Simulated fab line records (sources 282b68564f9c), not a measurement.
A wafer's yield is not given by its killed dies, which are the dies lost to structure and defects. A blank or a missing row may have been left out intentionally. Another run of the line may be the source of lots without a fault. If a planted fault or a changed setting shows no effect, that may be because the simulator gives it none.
The tool behind it: which one? :: flow rit-cmos :: 15 lots, 45 wafers sampled, at 2 steps of a route of 202

## WHAT THE GAUGES READ, wafer by wafer
RIT_NWELL_OVL_MEAS_06. Usual: NWELL_OVL typically reads 1.1 nm, with standard deviation 1.3.
lot: L345
measured: day 1 20:37
on: overlay-02
NWELL_OVL (nm): 3.2 2.5 0.5
flag: 

lot: L346
measured: day 2 01:37
on: overlay-01
NWELL_OVL (nm): 3.3 2.0 2.6
flag: 

lot: L347
measured: day 2 07:10
on: overlay-01
NWELL_OVL (nm): 1.8 2.8 -0.4
flag: 

lot: L348
measured: day 2 12:39
on: overlay-02
NWELL_OVL (nm): 1.3 1.1 1.2
flag: 

lot: L349
measured: day 2 16:35
on: overlay-02
NWELL_OVL (nm): 1.1 -0.5 -0.4
flag: 

lot: L350
measured: day 2 21:23
on: overlay-02
NWELL_OVL (nm): -0.7 1.9 0.8
flag: 

lot: L351
measured: day 3 02:16
on: overlay-02
NWELL_OVL (nm): 2.2 2.3 2.4
flag: 

lot: L354
measured: day 3 18:14
on: overlay-02
NWELL_OVL (nm): -301.1 -302.0 -301.0
flag: OFF

lot: L355
measured: day 3 22:11
on: overlay-01
NWELL_OVL (nm): -299.7 -297.4 -299.5
flag: OFF

lot: L359
measured: day 4 18:40
on: overlay-01
NWELL_OVL (nm): -298.5 -298.5 -297.7
flag: OFF

lot: L360
measured: day 4 23:49
on: overlay-01
NWELL_OVL (nm): 0.9 1.6 1.4
flag: 

lot: L361
measured: day 5 05:02
on: overlay-01
NWELL_OVL (nm): -1.1 -0.9 -0.2
flag: 

lot: L365
measured: day 6 01:23
on: overlay-02
NWELL_OVL (nm): 0.8 0.9 2.5
flag: 

lot: L366
measured: day 6 06:04
on: overlay-01
NWELL_OVL (nm): 0.4 -1.1 1.6
flag: 

lot: L368
measured: day 6 16:49
on: overlay-01
NWELL_OVL (nm): 0.4 -0.3 0.9
flag: 

## TOOL THAT RAN EACH LOT (tool first, then ch and the chambers of the sampled wafers, then the start)
lot: L345
RIT_NWELL_EXPOSE_03: iline-stepper-02 ch 0, day 1 20:12

lot: L346
RIT_NWELL_EXPOSE_03: iline-stepper-01 ch 0, day 2 01:14

lot: L347
RIT_NWELL_EXPOSE_03: iline-stepper-01 ch 0, day 2 06:44

lot: L348
RIT_NWELL_EXPOSE_03: iline-stepper-02 ch 0, day 2 12:14

lot: L349
RIT_NWELL_EXPOSE_03: iline-stepper-02 ch 0, day 2 16:10

lot: L350
RIT_NWELL_EXPOSE_03: iline-stepper-01 ch 0, day 2 20:55

lot: L351
RIT_NWELL_EXPOSE_03: iline-stepper-01 ch 0, day 3 01:50

lot: L354
RIT_NWELL_EXPOSE_03: iline-stepper-01 ch 0, day 3 17:45

lot: L355
RIT_NWELL_EXPOSE_03: iline-stepper-01 ch 0, day 3 21:45

lot: L359
RIT_NWELL_EXPOSE_03: iline-stepper-01 ch 0, day 4 18:15

lot: L360
RIT_NWELL_EXPOSE_03: iline-stepper-02 ch 0, day 4 23:24

lot: L361
RIT_NWELL_EXPOSE_03: iline-stepper-02 ch 0, day 5 04:37

lot: L365
RIT_NWELL_EXPOSE_03: iline-stepper-02 ch 0, day 6 00:58

lot: L366
RIT_NWELL_EXPOSE_03: iline-stepper-02 ch 0, day 6 05:40

lot: L368
RIT_NWELL_EXPOSE_03: iline-stepper-02 ch 0, day 6 16:23
- RIT_NWELL_EXPOSE_03: exposes mask M2, target cd 43900 nm.

## WHAT THE TOOLS THEMSELVES READ (means of the sampled wafers that have a number; where no wafer has one, the mark that the record gives instead)
RIT_NWELL_EXPOSE_03. Usual: focus-offset-nm at 0.1 nm, with a standard deviation of 0.52.
lot: L345
tool: iline-stepper-02
focus-offset-nm (nm): 0.4
flag: 

lot: L346
tool: iline-stepper-01
focus-offset-nm (nm): 0.5
flag: 

lot: L347
tool: iline-stepper-01
focus-offset-nm (nm): 0.3
flag: 

lot: L348
tool: iline-stepper-02
focus-offset-nm (nm): -0.3
flag: 

lot: L349
tool: iline-stepper-02
focus-offset-nm (nm): 0.1
flag: 

lot: L350
tool: iline-stepper-01
focus-offset-nm (nm): 1.1
flag: 

lot: L351
tool: iline-stepper-01
focus-offset-nm (nm): -0.6
flag: 

lot: L354
tool: iline-stepper-01
focus-offset-nm (nm): 0.1
flag: 

lot: L355
tool: iline-stepper-01
focus-offset-nm (nm): 0.3
flag: 

lot: L359
tool: iline-stepper-01
focus-offset-nm (nm): 0.1
flag: 

lot: L360
tool: iline-stepper-02
focus-offset-nm (nm): 0.1
flag: 

lot: L361
tool: iline-stepper-02
focus-offset-nm (nm): -0.3
flag: 

lot: L365
tool: iline-stepper-02
focus-offset-nm (nm): 0.4
flag: 

lot: L366
tool: iline-stepper-02
focus-offset-nm (nm): 0.6
flag: 

lot: L368
tool: iline-stepper-02
focus-offset-nm (nm): 0.2
flag: 

## THE ANSWER, worked out from the rows above alone
Rule: take the mean of a lot's wafers that have a number; if it is more than 3 standard deviations from the usual mean, the lot is off. A lot without any number at a reading at which 4 lots or more have one is off too. Any other lot the step has rows for is counted as sound. After the gauges, taken in route order, come the tools' own readings; for these a lot's mean is taken, as printed above. At the first step where some lot is off, the reading lying furthest off is the one used; lots without a number count as furthest.
Off: L354, L355, L359, seen at RIT_NWELL_OVL_MEAS_06 (NWELL_OVL).
If a tool, at a process step before that reading, ran all the lots that are off and no sound lot after the first of them, it fits. The gauges at RIT_NWELL_OVL_MEAS_06 are tried like those tools. One fits: iline-stepper-01 at RIT_NWELL_EXPOSE_03. A fault onset in the window from L351 (day 3 01:50, its last sound lot) to L354 (day 3 17:45, its first lot off) fits.

## WHAT THE SIMULATOR PUT IN
Scanner matching overlay: iline-stepper-01, from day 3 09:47 on, at RIT_NWELL_EXPOSE_03. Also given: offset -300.
Struck lots among those shown: L354, L355, L359. The rule given above showed the same thing.
